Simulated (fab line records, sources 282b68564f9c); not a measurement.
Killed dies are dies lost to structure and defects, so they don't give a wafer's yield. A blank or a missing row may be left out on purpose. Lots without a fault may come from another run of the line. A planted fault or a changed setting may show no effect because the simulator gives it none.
Which tool did it? | flow rit_cmos | 14 lots, 41 wafers sampled, at 5 steps of a route of 202

WHAT THE GAUGES READ, wafer by wafer
RIT_FOX1_THK_MEAS_01. Usual: FOX1_OXIDE_THK 363 nm, standard deviation 6.9.
lot  | measured    | on            | FOX1_OXIDE_THK (nm) | flag
L839 | day 1 18:52 | film_metro-02 | 357 366 359         |
L841 | day 2 04:36 | film_metro-03 | 367 360 371         |
L842 | day 2 09:23 | film_metro-03 | 357 358 354         |
L843 | day 2 13:57 | film_metro-02 | 365 360 367         |
L850 | day 4 01:45 | film_metro-01 | 363 361             |
L851 | day 4 06:47 | film_metro-02 | 363 364 363         |
L853 | day 4 16:52 | film_metro-03 | 367 362 362         |
L855 | day 5 01:37 | film_metro-03 | 352 354 356         |
L857 | day 5 11:52 | film_metro-03 | 362 364 360         |
L858 | day 5 21:05 | film_metro-01 | 368 367 370         |
L859 | day 6 04:47 | film_metro-03 | 369 366 363         |
L860 | day 6 07:15 | film_metro-03 | 359 360 359         |
L861 | day 6 07:35 | film_metro-01 | 364 360 354         |
L862 | day 6 13:22 | film_metro-02 | 375 377 377         |

RIT_SILICIDE_RS_MEAS_02: measures by four-point-probe. Usual: SILICIDE_TI_RS 48.0 ohm/sq, standard deviation 0.73.
lot  | measured    | on            | SILICIDE_TI_RS (ohm/sq) | flag
L839 | day 3 07:31 | film_metro-02 | 47.0 47.0 47.5          |
L841 | day 3 18:55 | film_metro-04 | 47.1 47.1 47.3          |
L842 | day 3 20:13 | film_metro-03 | 48.6 47.9 47.7          |
L843 | day 4 01:09 | film_metro-03 | 39.8 47.8 47.6          | OFF
L850 | day 5 13:03 | film_metro-03 | 39.6 47.2               | OFF
L851 | day 5 16:41 | film_metro-03 | 48.3 48.4 49.1          |
L853 | day 6 09:09 | film_metro-02 | 48.4 49.2 49.4          |
L855 | day 6 21:19 | film_metro-03 | 49.2 48.5 48.9          |
L857 | day 7 01:44 | film_metro-03 | 47.4 48.2 47.7          |
L858 | day 7 15:14 | film_metro-02 | 48.5 48.7 49.1          |
L859 | day 7 15:38 | film_metro-04 | 47.5 48.0 49.0          |
L860 | day 7 19:46 | film_metro-02 | 48.3 47.5 47.5          |
L861 | day 7 23:49 | film_metro-04 | 47.8 48.0 47.4          |
L862 | day 8 03:59 | film_metro-03 | 48.7 48.4 47.7          |

RIT_SILICIDE_THK_MEAS_03: measures by xrf. Usual: SILICIDE_TI_THK 29.7 nm, standard deviation 0.38.
lot  | measured    | on            | SILICIDE_TI_THK (nm) | flag
L839 | day 3 07:38 | film_metro-02 | 30.3 30.2 30.2       |
L841 | day 3 19:01 | film_metro-04 | 30.1 30.0 29.8       |
L842 | day 3 20:19 | film_metro-03 | 29.4 29.8 29.9       |
L843 | day 4 01:16 | film_metro-03 | 34.6 29.9 30.0       | OFF
L850 | day 5 13:10 | film_metro-03 | 34.5 30.1            | OFF
L851 | day 5 16:49 | film_metro-03 | 29.7 29.6 29.2       |
L853 | day 6 09:16 | film_metro-02 | 29.6 29.2 29.2       |
L855 | day 6 21:26 | film_metro-03 | 29.2 29.5 29.3       |
L857 | day 7 01:50 | film_metro-03 | 29.9 29.4 29.8       |
L858 | day 7 15:20 | film_metro-02 | 29.5 29.5 29.3       |
L859 | day 7 15:46 | film_metro-04 | 29.9 29.5 29.0       |
L860 | day 7 19:52 | film_metro-02 | 29.8 30.0 30.1       |
L861 | day 7 23:56 | film_metro-04 | 29.7 29.6 30.0       |
L862 | day 8 04:06 | film_metro-03 | 29.4 29.5 29.7       |

WHICH TOOL RAN EACH LOT (tool, then ch and the chambers of the sampled wafers, then the start)
lot  | RIT_GATE_STRIP_20                   | RIT_SILICIDE_SPUTTER_01
L839 | plasma_asher-03 ch 1, day 2 18:13   | pvd_sputter-03, day 3 07:21
L841 | plasma_asher-03 ch 0,1, day 3 05:25 | pvd_sputter-03, day 3 18:43
L842 | plasma_asher-02 ch 0,1, day 3 05:58 | pvd_sputter-04, day 3 20:01
L843 | plasma_asher-04 ch 1, day 3 11:50   | pvd_sputter-03, day 4 00:59
L850 | plasma_asher-02 ch 0,1, day 5 00:02 | pvd_sputter-03, day 5 12:54
L851 | plasma_asher-03 ch 0,1, day 5 02:14 | pvd_sputter-04, day 5 16:32
L853 | plasma_asher-04 ch 0,1, day 5 16:19 | pvd_sputter-04, day 6 09:00
L855 | plasma_asher-02 ch 0,1, day 6 07:30 | pvd_sputter-04, day 6 21:10
L857 | plasma_asher-04 ch 0,1, day 6 12:18 | pvd_sputter-04, day 7 01:34
L858 | plasma_asher-03 ch 0,1, day 7 00:41 | pvd_sputter-01, day 7 15:02
L859 | plasma_asher-04 ch 0, day 7 01:10   | pvd_sputter-04, day 7 15:29
L860 | plasma_asher-04 ch 0,1, day 7 02:47 | pvd_sputter-01, day 7 19:35
L861 | plasma_asher-04 ch 0,1, day 7 09:03 | pvd_sputter-04, day 7 23:40
L862 | plasma_asher-03 ch 0,1, day 7 15:24 | pvd_sputter-01, day 8 03:50
- RIT_GATE_STRIP_20: strips in O2, time 180 s.
- RIT_SILICIDE_SPUTTER_01: material Ti, target thk 30 nm, time 240 s.

WHAT THE TOOLS THEMSELVES READ (means of the sampled wafers that have a number; where no wafer has one, the mark that the record gives instead)
RIT_GATE_STRIP_20. Usual: drypump_motor_current_A 6.09 A, standard deviation 0.19; o2_flow_sccm 4001 sccm, standard deviation 11.
lot  | tool            | drypump_motor_current_A (A) | o2_flow_sccm (sccm) | flag
L839 | plasma_asher-03 | 5.96                        | 4001                |
L841 | plasma_asher-03 | 6.01                        | 3995                |
L842 | plasma_asher-02 | 5.92                        | 4009                |
L843 | plasma_asher-04 | 6.41                        | 3997                |
L850 | plasma_asher-02 | 5.88                        | 3994                |
L851 | plasma_asher-03 | 6.03                        | 4005                |
L853 | plasma_asher-04 | 6.16                        | 4004                |
L855 | plasma_asher-02 | 5.92                        | 3985                |
L857 | plasma_asher-04 | 6.26                        | 3998                |
L858 | plasma_asher-03 | 6.07                        | 3994                |
L859 | plasma_asher-04 | 6.06                        | 4007                |
L860 | plasma_asher-04 | 6.31                        | 4002                |
L861 | plasma_asher-04 | 6.14                        | 4003                |
L862 | plasma_asher-03 | 6.10                        | 3997                |

RIT_SILICIDE_SPUTTER_01. Usual: throttle_valve_pct 29.9 %, standard deviation 0.92.
lot  | tool           | throttle_valve_pct (%) | flag
L839 | pvd_sputter-03 | 29.1                   |
L841 | pvd_sputter-03 | 28.6                   |
L842 | pvd_sputter-04 | 30.0                   |
L843 | pvd_sputter-03 | 29.1                   |
L850 | pvd_sputter-03 | 29.5                   |
L851 | pvd_sputter-04 | 30.3                   |
L853 | pvd_sputter-04 | 30.3                   |
L855 | pvd_sputter-04 | 29.8                   |
L857 | pvd_sputter-04 | 30.3                   |
L858 | pvd_sputter-01 | 30.2                   |
L859 | pvd_sputter-04 | 30.4                   |
L860 | pvd_sputter-01 | 30.4                   |
L861 | pvd_sputter-04 | 29.8                   |
L862 | pvd_sputter-01 | 29.9                   |

THE ANSWER, worked out from the rows above alone
Rule: a lot is off if the mean of its wafers that have a number lies more than 3 standard deviations from the usual mean. A lot without any number at a reading at which 4 lots or more have one is off too. The other lots that the step has rows for count as sound. The gauges are gone through in route order, then the tools' own readings, and for those a lot's mean is taken as printed above. The first step at which some lot is off is used, and at that step the reading that is off furthest; a lot without a number counts as furthest.
Off: L843, L850, at RIT_SILICIDE_RS_MEAS_02 (SILICIDE_TI_RS).
A tool fits if, at a process step before that reading, it ran every lot that is off, and no sound lot after the first of them. The gauges at RIT_SILICIDE_RS_MEAS_02 are tried like those tools. One fits: pvd_sputter-03 at RIT_SILICIDE_SPUTTER_01. Its last sound lot is L841 (day 3 18:43), its first lot that is off L843 (day 4 00:59): a fault that began between those two fits.

WHAT THE SIMULATOR HAD PUT IN
Process parameter drift: pvd_sputter-03, from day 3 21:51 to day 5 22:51, at RIT_SILICIDE_SPUTTER_01. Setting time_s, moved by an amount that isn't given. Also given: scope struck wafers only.
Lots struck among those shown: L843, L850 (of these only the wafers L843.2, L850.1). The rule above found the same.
